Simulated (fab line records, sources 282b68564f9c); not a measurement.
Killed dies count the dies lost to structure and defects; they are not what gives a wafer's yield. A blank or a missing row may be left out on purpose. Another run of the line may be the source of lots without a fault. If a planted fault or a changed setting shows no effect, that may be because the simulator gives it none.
A lot that was struck, set against a sound lot :: flow rit_cmos :: 17 steps out of a route of 202
Sound: these wafers, L105.1, L105.3, L105.5. Struck: wafers L109.1, L109.2, L109.3. The cause is given at the end.
Order at every step that has rows: each side's tool, ch and its chambers, its first start. Under that, the readings that differ: sound wafers :: struck wafers :: difference of the means :: sigmas: that difference in standard deviations of wafers without a fault.
alike: words and numbers the same on both sides, and readings whose means are apart by under 2 such deviations; not compared: readings that were withheld, readings missing a value for some wafer, numbers with overlapping values and no deviation given by the record, and bounds like >300 which may hide the same value.
A row with sigmas, a row that says differs or no value, or rows on one side alone: a step with any of these is where the two part. Numbers that don't overlap but have no deviation are shown without sigmas and don't part them. A reading missing from all wafers of one side parts the sides only when that side holds two or more wafers.

RIT_NWELL_TW_MEAS_10:
  sound on film_metro-01 at day 3 15:53; struck on film_metro-04 at day 4 10:43
  alike: NWELL_TW
then, 2 steps without rows for these wafers: RIT_PWELL_HMDS_00 (prime time 60 s); RIT_PWELL_COAT_01 (resist thk 1300 nm).
RIT_PWELL_SOFTBAKE_02: time 61.43 s.
  sound on litho_track-02 ch 0, day 3 16:15; struck on litho_track-01 ch 0, day 4 11:08
  alike: plate_sensor_t_centre_C, plate_sensor_t_edge_C
then, 3 steps without rows for these wafers: RIT_PWELL_EXPOSE_03 (exposes mask M3, target cd 43700 nm); RIT_PWELL_PEB_04; RIT_PWELL_DEVELOP_05 (develop time 68 s).
RIT_PWELL_OVL_MEAS_06:
  sound on overlay-01 at day 3 16:58; struck on overlay-01 at day 4 11:50
  alike: PWELL_OVL
then, 2 steps without rows for these wafers: RIT_PWELL_HARDBAKE_07 (time 120 s); RIT_PWELL_IMPLANT_08.
RIT_PWELL_STRIP_09: strips in O2, time 180 s.
  sound on plasma_asher-01 ch 0,1, day 3 17:24; struck on plasma_asher-01 ch 0,1, day 4 12:16
  alike: chamber_pressure_mTorr, drypump_motor_current_A
  not compared: rf_hours_counter_h
RIT_PWELL_TW_MEAS_10:
  sound on film_metro-03 at day 3 17:34; struck on film_metro-04 at day 4 12:26
reading: PWELL_TW
sound: 937 937 938
struck: 967 971 968
difference: +31
sigmas: +3
RIT_WELLDRIVE_ANNEAL_00: time 14700 s.
  sound on furnace-04 ch 0, day 3 17:52; struck on furnace-04 ch 0, day 4 12:49
reading: spike_tc_centre_C (C)
sound: 1102.0 1101.1 1101.6
struck: 1062.2 1060.2 1063.4
difference: -39.6
sigmas: -25

reading: spike_tc_load_C (C)
sound: 1124.9 1124.3 1127.0
struck: 1084.6 1086.8 1085.5
difference: -39.8
sigmas: -21

reading: spike_tc_source_C (C)
sound: 1130.3 1131.8 1131.0
struck: 1092.1 1091.7 1091.2
difference: -39.4
sigmas: -14
RIT_WELLDRIVE_RS_MEAS_01: measures by four-point-probe.
  sound on film_metro-03 at day 3 22:58; struck on film_metro-04 at day 4 17:54
reading: NWELL_RS (ohm/sq)
sound: 275.8 276.4 276.1
struck: 320.6 319.5 321.1
difference: +44.3
sigmas: +60
RIT_WELLDRIVE_RS_MEAS_02: measures by four-point-probe.
  sound on film_metro-03 at day 3 23:05; struck on film_metro-04 at day 4 18:01
reading: PWELL_RS (ohm/sq)
sound: 425.3 425.8 425.2
struck: 469.5 469.0 468.6
difference: +43.6
sigmas: +40
then, 1 step without rows for these wafers: RIT_NRETRO_HMDS_00 (prime time 60 s).
RIT_M1_PROBE_99:
  sound on prober-02 at day 5 09:28; struck on prober-01 at day 6 03:33
reading: model.etest.pmos_0p3.r_on_ohm_um
sound: 6364 6420 6387
struck: 6842 6861 6917
difference: +483
sigmas: 

reading: model.etest.pmos_turned.r_on_ohm_um
sound: 3379 3461 3412
struck: 3894 3982 3882
difference: +502
sigmas: 

reading: model.etest.pmos_0p15.r_on_ohm_um
sound: 2756 2797 2748
struck: 3092 3172 3104
difference: +356
sigmas: 

reading: model.etest.nwell_pinched.rs_ohm_sq
sound: 333.9 338.4 335.5
struck: 434.4 441.4 431
difference: +99.7
sigmas: 

reading: model.etest.pwell_pinched.rs_ohm_sq
sound: 453 453.5 452.3
struck: 503.9 509.2 497.6
difference: +50.6
sigmas: 

reading: model.etest.pwell.rs_ohm_sq
sound: 410.9 406.7 411.4
struck: 458 459.6 458.8
difference: +49
sigmas: 

reading: model.etest.pmos_0p15.drive_ua_um
sound: 254 250.3 256.6
struck: 218.5 212.6 214.1
difference: -38.6
sigmas: 

reading: model.etest.pmos_turned.drive_ua_um
sound: 194.6 189.3 193
struck: 156.8 154.2 154.6
difference: -37.1
sigmas: 
  alike: killed_at_front_end, killed_dies, killed_open, killed_short

== WHERE THEY PART ==
First at RIT_PWELL_TW_MEAS_10; last, within this record, at RIT_WELLDRIVE_RS_MEAS_02. Later steps at which nothing parts them and some readings are alike: RIT_M1_PROBE_99.

WHY: what had been put in by the simulator
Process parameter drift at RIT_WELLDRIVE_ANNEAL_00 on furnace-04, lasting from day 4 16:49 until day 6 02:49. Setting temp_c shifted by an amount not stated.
